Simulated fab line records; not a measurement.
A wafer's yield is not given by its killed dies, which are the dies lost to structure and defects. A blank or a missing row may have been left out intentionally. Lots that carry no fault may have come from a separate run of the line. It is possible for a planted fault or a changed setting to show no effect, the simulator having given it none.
fab line records	flow rit-cmos	part 2 of 2: steps 32 to 45 of 45
record: lots: 5	wafers: 15	last-day: 7
route steps=202 shown PRETRO@67 GATE@75 FOX2@80 REOX@98 NLDD@103
lots that met no fault: from a run of the same line without faults
start-h: hours from the record's opening day to when the first of the lot's shown wafers began	wait-h: hours since the lot's step before	" repeats the value in the row above	L1.1+2: several wafers, shown together as one row	- no value, or no start was given	* or withheld: withheld	< > ~ a bound
route shown NAME@n: NAME is a module with steps in the file, n the number in the route of the first one	usual: mean/standard deviation of fault-free wafers	same: alike in all rows	chamber/n: place in a boat	sites: per-site readings	_std_site: standard deviation across them	_edge_site: the outer-site mean with the inner-site mean subtracted	radius-mm: how far each site lies from the wafer's centre	mask NAME#n: copy n	behind: the tool/chamber that last shaped the wafer	hold: the reason the lot was held/the length of the hold in hours/how it ended	device: names the non-switching transistor (n, p or np)	end of line: the same wafers' tests at the end of the route	a step with no rows: only its recipe	killed: dies lost to structure and defects at the first sort, not the wafer's yield	map: shows each die of a wafer: x if killed, . if not, _ if none is there
set.NAME: the setting the step ran with; set.NAME@STEP: the setting that earlier step ran with	model.NAME: the simulator's own value behind a step, which no gauge read
certain route steps with their lots: each step a table, each wafer a row
services: a tool's chamber out of use, with start hour (start-h, from the record's first day; less than 0 if before it), hours out, and reason
== steps ==
step: RIT_REOX_CLEAN_00
recipe: chemistry: SC1	mix: 3:3:50	time-s: 600	temp-c: 75
lot.wafer	tool	chamber	start-h	wait-h
L078.1+5+6	wet-bench-02	1	57.73	0.1
L083.1+2+5	wet-bench-01	2	84.65	0.1
L091.3+4+5	wet-bench-04	2	122.07	0.1
L095.1+3+6	wet-bench-04	1	142.70	0.1
L096.2+3+4	wet-bench-02	1	149.62	0.1
step: RIT_REOX_CLEAN_01
recipe: chemistry: dHF	dilution: 50:1	time-s: 30
lot.wafer	tool	chamber	start-h	wait-h
L078.1+5+6	wet-bench-04	3	57.91	0.0
L083.1+2+5	wet-bench-04	0	84.83	0.0
L091.3+4+5	wet-bench-02	2	122.25	0.0
L095.1+3+6	wet-bench-02	2	142.88	0.0
L096.2+3+4	wet-bench-04	2	149.81	0.0
step: RIT_REOX_CLEAN_02
recipe: chemistry: SC2	mix: 3:3:50	time-s: 600	temp-c: 75	dry: n2-spin
lot.wafer	tool	chamber	start-h	wait-h
L078.1+5+6	wet-bench-01	1	57.92	0.0
L083.1+2+5	wet-bench-01	2	84.84	0.0
L091.3+4+5	wet-bench-04	0	122.26	0.0
L095.1+3+6	wet-bench-04	1	142.90	0.0
L096.2+3+4	wet-bench-01	0	149.83	0.0
step: RIT_REOX_OXIDATION_03
recipe: temp-c: 900	ambient: O2	target-thk-a: 252	ox-time-s: 5580
usual: ox-temp-c-max: 903.8/0.83	spike-tc-load-C: 925.2/2.2
lot.wafer	tool	chamber	start-h	wait-h	ox-temp-c-max	spike-tc-load-C
L078.1	furnace-01	0	59.44	1.3	903.2	923.5
L078.5	"	0	"	"	902.5	924.6
L078.6	"	0	"	"	902.5	923.1
L083.1	furnace-01	0	85.02	0.0	903.0	923.7
L083.2	"	0	"	"	903.4	922.3
L083.5	"	0	"	"	903.2	922.6
L091.3	furnace-04	0	122.68	0.2	904.7	929.5
L091.4	"	0	"	"	904.6	926.4
L091.5	"	0	"	"	904.4	928.3
L095.1	furnace-01	0	143.07	0.0	901.7	923.0
L095.3	"	0	"	"	902.6	924.2
L095.6	"	0	"	"	903.2	924.4
L096.2	furnace-02	0	150.00	0.0	905.5	924.2
L096.3	"	0	"	"	904.6	924.1
L096.4	"	0	"	"	905.1	921.7
step: RIT_REOX_THK_MEAS_04
recipe: reads: SiO2_of_REOX_OXIDATION_03
usual: REOX_OXIDE_THK: 25.3/0.52
lot.wafer	tool	chamber	start-h	wait-h	REOX_OXIDE_THK[nm]
L078.1	film-metro-01	-	61.99	0.0	25.8
L078.5	"	-	"	"	25.4
L078.6	"	-	"	"	25.3
L083.1	film-metro-04	-	87.57	0.0	25.7
L083.2	"	-	"	"	25.8
L083.5	"	-	"	"	25.9
L091.3	film-metro-01	-	125.25	0.0	25.3
L091.4	"	-	"	"	25.0
L091.5	"	-	"	"	25.0
L095.1	film-metro-01	-	145.62	0.0	25.3
L095.3	"	-	"	"	25.2
L095.6	"	-	"	"	25.1
L096.2	film-metro-01	-	152.56	0.0	25.0
L096.3	"	-	"	"	24.7
L096.4	"	-	"	"	25.0
step: RIT_NLDD_HMDS_00
recipe: prime-time-s: 60	prime-temp-c: 140
lot.wafer	tool	chamber	start-h	wait-h
L078.1+5+6	litho-track-03	0	62.05	0.1
L083.1+2+5	litho-track-02	0	87.63	0.1
L091.3+4+5	litho-track-02	0	125.34	0.1
L095.1+3+6	litho-track-02	0	145.68	0.1
L096.2+3+4	litho-track-01	0	152.64	0.1
step: RIT_NLDD_COAT_01
recipe: resist: NOVOLAK	spin-rpm: 3250	resist-thk-nm: 1000
lot.wafer	tool	chamber	start-h	wait-h
L078.1+5+6	litho-track-03	0	62.20	0.1
L083.1+2+5	litho-track-02	0	87.78	0.1
L091.3+4+5	litho-track-02	0	125.49	0.1
L095.1+3+6	litho-track-02	0	145.83	0.1
L096.2+3+4	litho-track-01	0	152.79	0.1
step: RIT_NLDD_SOFTBAKE_02
recipe: resist: NOVOLAK	temp-c: 90.54	time-s: 60
lot.wafer	tool	chamber	start-h	wait-h
L078.1+5+6	litho-track-03	0	62.35	0.1
L083.1+2+5	litho-track-02	0	87.93	0.1
L091.3+4+5	litho-track-02	0	125.64	0.1
L095.1+3+6	litho-track-02	0	145.98	0.1
L096.2+3+4	litho-track-01	0	152.94	0.1
step: RIT_NLDD_EXPOSE_03
recipe: mask-id: M7	na: 0.57	target-cd-nm: 40700	dose-mj: 250
usual: reticle-temp-C: 23.03/0.11
lot.wafer	tool	chamber	start-h	wait-h	mask	reticle-temp-C
L078.1	iline-stepper-02	0	62.50	0.1	M7#0	23.03
L078.5	"	0	"	"	M7#0	22.97
L078.6	"	0	"	"	M7#0	23.05
L083.1	iline-stepper-01	0	88.20	0.2	M7#0	23.06
L083.2	"	0	"	"	M7#0	23.13
L083.5	"	0	"	"	M7#0	23.29
L091.3	iline-stepper-02	0	125.90	0.2	M7#0	22.97
L091.4	"	0	"	"	M7#0	23.16
L091.5	"	0	"	"	M7#0	23.03
L095.1	iline-stepper-02	0	146.13	0.1	M7#0	23.21
L095.3	"	0	"	"	M7#0	23.23
L095.6	"	0	"	"	M7#0	23.03
L096.2	iline-stepper-02	0	153.08	0.1	M7#0	22.89
L096.3	"	0	"	"	M7#0	23.00
L096.4	"	0	"	"	M7#0	23.03
step: RIT_NLDD_PEB_04
recipe: resist: NOVOLAK	temp-c: withheld	time-s: withheld
lot.wafer	tool	chamber	start-h	wait-h
L078.1+5+6	litho-track-03	0	62.62	0.1
L083.1+2+5	litho-track-02	0	88.32	0.1
L091.3+4+5	litho-track-03	0	126.03	0.1
L095.1+3+6	litho-track-03	0	146.25	0.1
L096.2+3+4	litho-track-03	0	153.20	0.1
step: RIT_NLDD_DEVELOP_05
recipe: resist: NOVOLAK	develop-time-s: 50	dev-temp-c: 23
lot.wafer	tool	chamber	start-h	wait-h
L078.1+5+6	litho-track-03	0	-	-
L083.1+2+5	litho-track-02	0	-	-
L091.3+4+5	litho-track-03	0	-	-
L095.1+3+6	litho-track-03	0	-	-
L096.2+3+4	litho-track-03	0	-	-
step: RIT_NLDD_OVL_MEAS_06
usual: NLDD_OVL: -0.3/1.6
lot.wafer	tool	chamber	start-h	wait-h	NLDD_OVL[nm]
L078.1	overlay-02	-	62.90	-	-1.5
L078.5	"	-	"	"	-1.9
L078.6	"	-	"	"	-0.8
L083.1	overlay-02	-	88.60	-	0.2
L083.2	"	-	"	"	-1.8
L083.5	"	-	"	"	-0.9
L091.3	overlay-01	-	126.27	-	1.2
L091.4	"	-	"	"	0.4
L091.5	"	-	"	"	0.6
L095.1	overlay-01	-	146.53	-	1.8
L095.3	"	-	"	"	3.2
L095.6	"	-	"	"	2.9
L096.2	overlay-02	-	153.47	-	-1.3
L096.3	"	-	"	"	-1.1
L096.4	"	-	"	"	-1.7
step: RIT_NLDD_HARDBAKE_07
recipe: resist: NOVOLAK	temp-c: 140	time-s: 60
lot.wafer	tool	chamber	start-h	wait-h
L078.1+5+6	litho-track-03	0	62.94	0.0
L083.1+2+5	litho-track-02	0	88.64	0.0
L091.3+4+5	litho-track-03	0	126.60	0.3
L095.1+3+6	litho-track-03	0	146.57	0.0
L096.2+3+4	litho-track-03	0	153.52	0.0
step: RIT_NLDD_IMPLANT_08
recipe: species: P	energy-kev: 20	dose-cm2: 4.95e+14	tilt-deg: 7
usual: beam-energy-keV: 20.001/0.0059
lot.wafer	tool	chamber	start-h	wait-h	beam-energy-keV
L078.1	implanter-03	0	63.09	0.1	20.002
L078.5	"	0	"	"	20.003
L078.6	"	0	"	"	19.996
L083.1	implanter-04	0	88.79	0.1	19.986
L083.2	"	0	"	"	19.992
L083.5	"	0	"	"	19.998
L091.3	implanter-04	0	126.75	0.1	20.001
L091.4	"	0	"	"	20.001
L091.5	"	0	"	"	20.005
L095.1	implanter-02	0	146.72	0.1	19.998
L095.3	"	0	"	"	20.005
L095.6	"	0	"	"	19.998
L096.2	implanter-04	0	153.67	0.1	20.011
L096.3	"	0	"	"	20.002
L096.4	"	0	"	"	20.013
== services ==
tool	chamber	start-h	hours	kind
plasma-asher-01	-	27.66	2.8	pm
plasma-asher-01	-	31.34	1.6	repair
furnace-04	-	36.10	3.3	pm
furnace-03	-	44.08	3.6	pm
rie-si-02	3	54.97	1.6	repair
furnace-02	-	56.10	4.2	pm
furnace-04	-	56.54	5.5	pm
furnace-02	-	60.33	4.9	pm
implanter-04	-	70.29	3.6	pm
plasma-asher-01	-	83.32	14.6	pm
wet-bench-02	-	90.96	2.8	repair
lpcvd-02	-	101.81	0.9	repair
implanter-04	-	105.84	5.2	repair
plasma-asher-02	-	108.75	9.0	pm
plasma-asher-02	0	108.75	9.0	vent-cycle
plasma-asher-02	1	108.75	9.0	vent-cycle
plasma-asher-02	-	117.75	2.8	pm
plasma-asher-02	0	117.75	-	clean
plasma-asher-02	1	117.75	-	clean
furnace-01	-	132.64	3.9	pm
iline-stepper-01	-	135.02	2.7	repair
lpcvd-02	-	140.86	6.0	pm
rie-si-02	1	146.04	6.4	repair
rie-si-02	1	152.42	-	clean
